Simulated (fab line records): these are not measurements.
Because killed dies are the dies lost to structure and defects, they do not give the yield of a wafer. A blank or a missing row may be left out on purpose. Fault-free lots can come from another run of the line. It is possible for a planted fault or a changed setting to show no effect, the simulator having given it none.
A struck lot beside a sound one :: flow rit cmos :: 14 steps out of a route of 202
Sound: these wafers, L836.2, L836.4, L836.6. The struck wafers were L833.1, L833.3, L833.4. At the end, the cause is stated.
Per side, at each step with rows, come the tool, then ch with its chambers, and then its first start. Under that, the readings that differ: sound wafers :: struck wafers :: difference of the means :: sigmas: that difference in standard deviations of wafers without a fault.
alike: readings whose means differ by less than 2 such deviations, and words and numbers that are the same on both sides. not compared: withheld readings, readings that some wafer has no value for, bounds like >300 that may hide the same value, and numbers for which the record gives no deviation and whose values overlap.
Wherever a step has rows on one side only, a row that says differs or no value, or a row with sigmas, the two part there. Numbers that don't overlap but have no deviation are shown without sigmas and don't part them. A reading that every wafer of one side lacks parts them only if that side has two wafers or more.

first, 1 step without rows for these wafers: RIT_PLDD_IMPLANT_08.
RIT_PLDD_STRIP_09: strips in O2, time 180 s.
  sound on plasma asher-04 ch 0,1, day 5 22:57; struck on plasma asher-04 ch 0,1, day 5 12:22
  alike: drypump motor current A
  not compared: rf hours counter h
RIT_PLDD_TW_MEAS_10:
  sound: film metro-01 at day 5 23:08; struck: film metro-03 at day 5 12:32
  alike: PLDD_TW
then, 4 steps without rows for these wafers: RIT_SPACER_CLEAN_00 (cleans in SC1, time 600 s); RIT_SPACER_CLEAN_01 (cleans in dHF, time 30 s); RIT_SPACER_CLEAN_02 (cleans in SC2, time 600 s); RIT_SPACER_CVD_03 (deposits Si3N4 from SiH2Cl2/NH3, target thk 250 nm, time 3300 s).
RIT_SPACER_THK_MEAS_04:
  sound: film metro-04 at day 6 02:30; struck: film metro-01 at day 5 14:59
  alike: SPACER_NITRIDE_THK
RIT_SPACER_ETCHBACK_05: etches Si3N4 in SF6/CHF3, stops on SiO2, target depth 250 nm, time 240 s.
  sound on rie diel-04 ch 1,2, day 6 02:33; struck on rie diel-03 ch 1,3, day 5 15:02
  alike: CHF3_flow_sccm, drypump motor current A, oes product au, throttle valve pct
  not compared: rf hours counter h
then, 3 steps without rows for these wafers: RIT_NSD_HMDS_00 (prime time 60 s); RIT_NSD_COAT_01 (resist thk 1000 nm); RIT_NSD_SOFTBAKE_02 (time 60 s).
RIT_NSD_EXPOSE_03: exposes mask M9, target cd 40700 nm.
  sound on iline stepper-01 ch 0, day 6 03:10; struck on iline stepper-02, day 5 15:38
  no value came back on the struck wafers for exposure dose mJ cm2, focus offset nm (nm); on the sound wafers exposure dose mJ cm2 reads 250.18 249.99 250.06
  alike: mask
next, for these wafers, 1 step has no rows: RIT_NSD_PEB_04.

## WHERE THEY PART
At RIT_NSD_EXPOSE_03 and nowhere else, as far as this record goes.

WHY: whatever the simulator had introduced
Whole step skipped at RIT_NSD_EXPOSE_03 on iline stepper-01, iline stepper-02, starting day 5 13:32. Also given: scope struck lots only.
